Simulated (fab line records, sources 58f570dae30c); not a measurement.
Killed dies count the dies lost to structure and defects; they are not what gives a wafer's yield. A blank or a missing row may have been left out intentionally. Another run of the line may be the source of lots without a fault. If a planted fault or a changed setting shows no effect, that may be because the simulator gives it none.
Split-lot experiment :: flow berkeley-cmos170 :: on a route of 331 steps: 5 lots, 23 wafers read

THE SPLIT
At UCB170_SACOX_OXIDATION_01 (target thk 14.4 nm, ox time 2400 s), the setting ox-time-s was moved away from the recipe's 2400 s on 20 of the 23 wafers read, by -14.4% to +14.3%. The other wafers ran this setting at the recipe's value.

There is no step in the file separating the split from the reading.

THE READING
SACOX_OXIDE_THK in nanometres, read at UCB170_SACOX_THK_MEAS_02. Fault-free wafers of this fab line usually give 14.33 nm, standard deviation 0.26 nm.

wafer: L074.1
tool, chamber at the split: -, -
ox-time-s as run, s: 2055
against the recipe: -14.4%
SACOX_OXIDE_THK, nm: 12.73
against lot-mates on the recipe: no lot-mate on the recipe

wafer: L074.2
tool, chamber at the split: -, -
ox-time-s as run, s: 2055
against the recipe: -14.4%
SACOX_OXIDE_THK, nm: 12.80
against lot-mates on the recipe: no lot-mate on the recipe

wafer: L074.3
tool, chamber at the split: -, -
ox-time-s as run, s: 2055
against the recipe: -14.4%
SACOX_OXIDE_THK, nm: 12.49
against lot-mates on the recipe: no lot-mate on the recipe

wafer: L074.4
tool, chamber at the split: -, -
ox-time-s as run, s: 2055
against the recipe: -14.4%
SACOX_OXIDE_THK, nm: 12.52
against lot-mates on the recipe: no lot-mate on the recipe

wafer: L074.6
tool, chamber at the split: -, -
ox-time-s as run, s: 2055
against the recipe: -14.4%
SACOX_OXIDE_THK, nm: 12.76
against lot-mates on the recipe: no lot-mate on the recipe

wafer: L075.4
tool, chamber at the split: furnace-02, 0
ox-time-s as run, s: 2400
against the recipe: recipe
SACOX_OXIDE_THK, nm: 14.73
against lot-mates on the recipe: -

wafer: L075.5
tool, chamber at the split: furnace-02, 0
ox-time-s as run, s: 2400
against the recipe: recipe
SACOX_OXIDE_THK, nm: 14.55
against lot-mates on the recipe: -

wafer: L075.6
tool, chamber at the split: furnace-02, 0
ox-time-s as run, s: 2400
against the recipe: recipe
SACOX_OXIDE_THK, nm: 14.47
against lot-mates on the recipe: -

wafer: L076.1
tool, chamber at the split: -, -
ox-time-s as run, s: 2252
against the recipe: -6.2%
SACOX_OXIDE_THK, nm: 13.79
against lot-mates on the recipe: no lot-mate on the recipe

wafer: L076.2
tool, chamber at the split: -, -
ox-time-s as run, s: 2252
against the recipe: -6.2%
SACOX_OXIDE_THK, nm: 13.54
against lot-mates on the recipe: no lot-mate on the recipe

wafer: L076.3
tool, chamber at the split: -, -
ox-time-s as run, s: 2252
against the recipe: -6.2%
SACOX_OXIDE_THK, nm: 13.89
against lot-mates on the recipe: no lot-mate on the recipe

wafer: L076.5
tool, chamber at the split: -, -
ox-time-s as run, s: 2252
against the recipe: -6.2%
SACOX_OXIDE_THK, nm: 13.48
against lot-mates on the recipe: no lot-mate on the recipe

wafer: L076.6
tool, chamber at the split: -, -
ox-time-s as run, s: 2252
against the recipe: -6.2%
SACOX_OXIDE_THK, nm: 13.70
against lot-mates on the recipe: no lot-mate on the recipe

wafer: L085.1
tool, chamber at the split: -, -
ox-time-s as run, s: 2522
against the recipe: +5.1%
SACOX_OXIDE_THK, nm: 15.16
against lot-mates on the recipe: no lot-mate on the recipe

wafer: L085.2
tool, chamber at the split: -, -
ox-time-s as run, s: 2522
against the recipe: +5.1%
SACOX_OXIDE_THK, nm: 15.26
against lot-mates on the recipe: no lot-mate on the recipe

wafer: L085.3
tool, chamber at the split: -, -
ox-time-s as run, s: 2522
against the recipe: +5.1%
SACOX_OXIDE_THK, nm: 15.36
against lot-mates on the recipe: no lot-mate on the recipe

wafer: L085.4
tool, chamber at the split: -, -
ox-time-s as run, s: 2522
against the recipe: +5.1%
SACOX_OXIDE_THK, nm: 15.34
against lot-mates on the recipe: no lot-mate on the recipe

wafer: L085.6
tool, chamber at the split: -, -
ox-time-s as run, s: 2522
against the recipe: +5.1%
SACOX_OXIDE_THK, nm: 14.95
against lot-mates on the recipe: no lot-mate on the recipe

wafer: L083.1
tool, chamber at the split: -, -
ox-time-s as run, s: 2744
against the recipe: +14.3%
SACOX_OXIDE_THK, nm: 15.85
against lot-mates on the recipe: no lot-mate on the recipe

wafer: L083.3
tool, chamber at the split: -, -
ox-time-s as run, s: 2744
against the recipe: +14.3%
SACOX_OXIDE_THK, nm: 15.72
against lot-mates on the recipe: no lot-mate on the recipe

wafer: L083.4
tool, chamber at the split: -, -
ox-time-s as run, s: 2744
against the recipe: +14.3%
SACOX_OXIDE_THK, nm: 15.91
against lot-mates on the recipe: no lot-mate on the recipe

wafer: L083.5
tool, chamber at the split: -, -
ox-time-s as run, s: 2744
against the recipe: +14.3%
SACOX_OXIDE_THK, nm: 16.34
against lot-mates on the recipe: no lot-mate on the recipe

wafer: L083.6
tool, chamber at the split: -, -
ox-time-s as run, s: 2744
against the recipe: +14.3%
SACOX_OXIDE_THK, nm: 15.92
against lot-mates on the recipe: no lot-mate on the recipe

THE FIT
A straight line over all 23 wafers: SACOX_OXIDE_THK changes by +0.117 nm for each +1% of ox-time-s; r = +0.99; the points scatter about the line by 0.22 nm.
Too few moved wafers have a lot-mate on the recipe to fit a line with each lot's own level taken away.

THE WHOLE CHAIN: every reading that the file lists as answering this split, in the file's order
step: UCB170_SACOX_OXIDATION_01
what it does: target thk 14.4 nm, ox time 2400 s
reading: SiO2_of_SACOX_OXIDATION_01.thk-nm (the simulator's own value, which no gauge read)
change (the file's fit): +0.117 nm for each +1% of the setting
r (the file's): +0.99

step: UCB170_SACOX_THK_MEAS_02
what it does: 
reading: SACOX_OXIDE_THK
change (the file's fit): +0.117 for each +1% of the setting
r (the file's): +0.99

FILE'S OWN FIT
SACOX_OXIDE_THK changes by +0.117 nm for each +1% of ox-time-s, r = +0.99.
